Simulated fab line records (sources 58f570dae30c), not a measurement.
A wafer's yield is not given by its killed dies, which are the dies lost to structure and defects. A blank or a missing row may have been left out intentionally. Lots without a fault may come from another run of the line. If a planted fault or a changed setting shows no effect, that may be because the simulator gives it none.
Split-lot study :: flow berkeley_cmos170 :: 23 wafers read across 5 lots, on a route 331 steps long

## THE SPLIT ITSELF
At UCB170_SCREENOX_OXIDATION_01 (target thk 14.4 nm, ox time 2400 s), the setting ox_time_s was moved away from the recipe's 2400 s on 15 of the 23 wafers read, by -13.8% to +4.5%. All remaining wafers had this setting at the recipe value.

The split's own step is where the reading is taken.

## THE READING
SiO2_of_SCREENOX_OXIDATION_01.thk_nm (the simulator's own value, which no gauge read), in nm, at UCB170_SCREENOX_OXIDATION_01 (target thk 14.4 nm, ox time 2400 s). The file gives no usual value for it. Here, 8 wafers ran the recipe; their average is 14.38 nm with a standard deviation of 0.13 nm.

wafer: L074.3
tool, chamber at the split: furnace-02, 0
ox_time_s as run, s: 2400
against the recipe: recipe
SiO2_of_SCREENOX_OXIDATION_01.thk_nm, nm: 14.38
against lot-mates on the recipe: -

wafer: L074.4
tool, chamber at the split: furnace-02, 0
ox_time_s as run, s: 2400
against the recipe: recipe
SiO2_of_SCREENOX_OXIDATION_01.thk_nm, nm: 14.5
against lot-mates on the recipe: -

wafer: L074.5
tool, chamber at the split: furnace-02, 0
ox_time_s as run, s: 2400
against the recipe: recipe
SiO2_of_SCREENOX_OXIDATION_01.thk_nm, nm: 14.53
against lot-mates on the recipe: -

wafer: L075.2
tool, chamber at the split: -, -
ox_time_s as run, s: 2400
against the recipe: recipe
SiO2_of_SCREENOX_OXIDATION_01.thk_nm, nm: 14.47
against lot-mates on the recipe: -

wafer: L075.3
tool, chamber at the split: -, -
ox_time_s as run, s: 2400
against the recipe: recipe
SiO2_of_SCREENOX_OXIDATION_01.thk_nm, nm: 14.37
against lot-mates on the recipe: -

wafer: L075.6
tool, chamber at the split: -, -
ox_time_s as run, s: 2400
against the recipe: recipe
SiO2_of_SCREENOX_OXIDATION_01.thk_nm, nm: 14.37
against lot-mates on the recipe: -

wafer: L075.4
tool, chamber at the split: -, -
ox_time_s as run, s: 2400
against the recipe: recipe
SiO2_of_SCREENOX_OXIDATION_01.thk_nm, nm: 14.11
against lot-mates on the recipe: -

wafer: L075.5
tool, chamber at the split: -, -
ox_time_s as run, s: 2400
against the recipe: recipe
SiO2_of_SCREENOX_OXIDATION_01.thk_nm, nm: 14.27
against lot-mates on the recipe: -

wafer: L076.1
tool, chamber at the split: -, -
ox_time_s as run, s: 2069
against the recipe: -13.8%
SiO2_of_SCREENOX_OXIDATION_01.thk_nm, nm: 12.82
against lot-mates on the recipe: no lot-mate on the recipe

wafer: L076.3
tool, chamber at the split: -, -
ox_time_s as run, s: 2069
against the recipe: -13.8%
SiO2_of_SCREENOX_OXIDATION_01.thk_nm, nm: 12.9
against lot-mates on the recipe: no lot-mate on the recipe

wafer: L076.4
tool, chamber at the split: -, -
ox_time_s as run, s: 2069
against the recipe: -13.8%
SiO2_of_SCREENOX_OXIDATION_01.thk_nm, nm: 12.77
against lot-mates on the recipe: no lot-mate on the recipe

wafer: L076.5
tool, chamber at the split: -, -
ox_time_s as run, s: 2069
against the recipe: -13.8%
SiO2_of_SCREENOX_OXIDATION_01.thk_nm, nm: 12.8
against lot-mates on the recipe: no lot-mate on the recipe

wafer: L076.6
tool, chamber at the split: -, -
ox_time_s as run, s: 2069
against the recipe: -13.8%
SiO2_of_SCREENOX_OXIDATION_01.thk_nm, nm: 12.93
against lot-mates on the recipe: no lot-mate on the recipe

wafer: L078.1
tool, chamber at the split: -, -
ox_time_s as run, s: 2293
against the recipe: -4.5%
SiO2_of_SCREENOX_OXIDATION_01.thk_nm, nm: 14.22
against lot-mates on the recipe: no lot-mate on the recipe

wafer: L078.2
tool, chamber at the split: -, -
ox_time_s as run, s: 2293
against the recipe: -4.5%
SiO2_of_SCREENOX_OXIDATION_01.thk_nm, nm: 14.13
against lot-mates on the recipe: no lot-mate on the recipe

wafer: L078.3
tool, chamber at the split: -, -
ox_time_s as run, s: 2293
against the recipe: -4.5%
SiO2_of_SCREENOX_OXIDATION_01.thk_nm, nm: 14.16
against lot-mates on the recipe: no lot-mate on the recipe

wafer: L078.4
tool, chamber at the split: -, -
ox_time_s as run, s: 2293
against the recipe: -4.5%
SiO2_of_SCREENOX_OXIDATION_01.thk_nm, nm: 14
against lot-mates on the recipe: no lot-mate on the recipe

wafer: L078.5
tool, chamber at the split: -, -
ox_time_s as run, s: 2293
against the recipe: -4.5%
SiO2_of_SCREENOX_OXIDATION_01.thk_nm, nm: 14.09
against lot-mates on the recipe: no lot-mate on the recipe

wafer: L085.1
tool, chamber at the split: -, -
ox_time_s as run, s: 2508
against the recipe: +4.5%
SiO2_of_SCREENOX_OXIDATION_01.thk_nm, nm: 14.63
against lot-mates on the recipe: no lot-mate on the recipe

wafer: L085.3
tool, chamber at the split: -, -
ox_time_s as run, s: 2508
against the recipe: +4.5%
SiO2_of_SCREENOX_OXIDATION_01.thk_nm, nm: 14.51
against lot-mates on the recipe: no lot-mate on the recipe

wafer: L085.4
tool, chamber at the split: -, -
ox_time_s as run, s: 2508
against the recipe: +4.5%
SiO2_of_SCREENOX_OXIDATION_01.thk_nm, nm: 14.44
against lot-mates on the recipe: no lot-mate on the recipe

wafer: L085.5
tool, chamber at the split: -, -
ox_time_s as run, s: 2508
against the recipe: +4.5%
SiO2_of_SCREENOX_OXIDATION_01.thk_nm, nm: 14.3
against lot-mates on the recipe: no lot-mate on the recipe

wafer: L085.6
tool, chamber at the split: -, -
ox_time_s as run, s: 2508
against the recipe: +4.5%
SiO2_of_SCREENOX_OXIDATION_01.thk_nm, nm: 14.42
against lot-mates on the recipe: no lot-mate on the recipe

FIT RESULTS
A straight line over all 23 wafers: SiO2_of_SCREENOX_OXIDATION_01.thk_nm changes by +0.0927 nm for each +1% of ox_time_s; r = +0.94; the points scatter about the line by 0.22 nm.
Too few moved wafers have a lot-mate on the recipe to fit a line with each lot's own level taken away.

## THE FILE'S OWN FIT
SiO2_of_SCREENOX_OXIDATION_01.thk_nm changes by +0.0928 nm for each +1% of ox_time_s, r = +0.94.
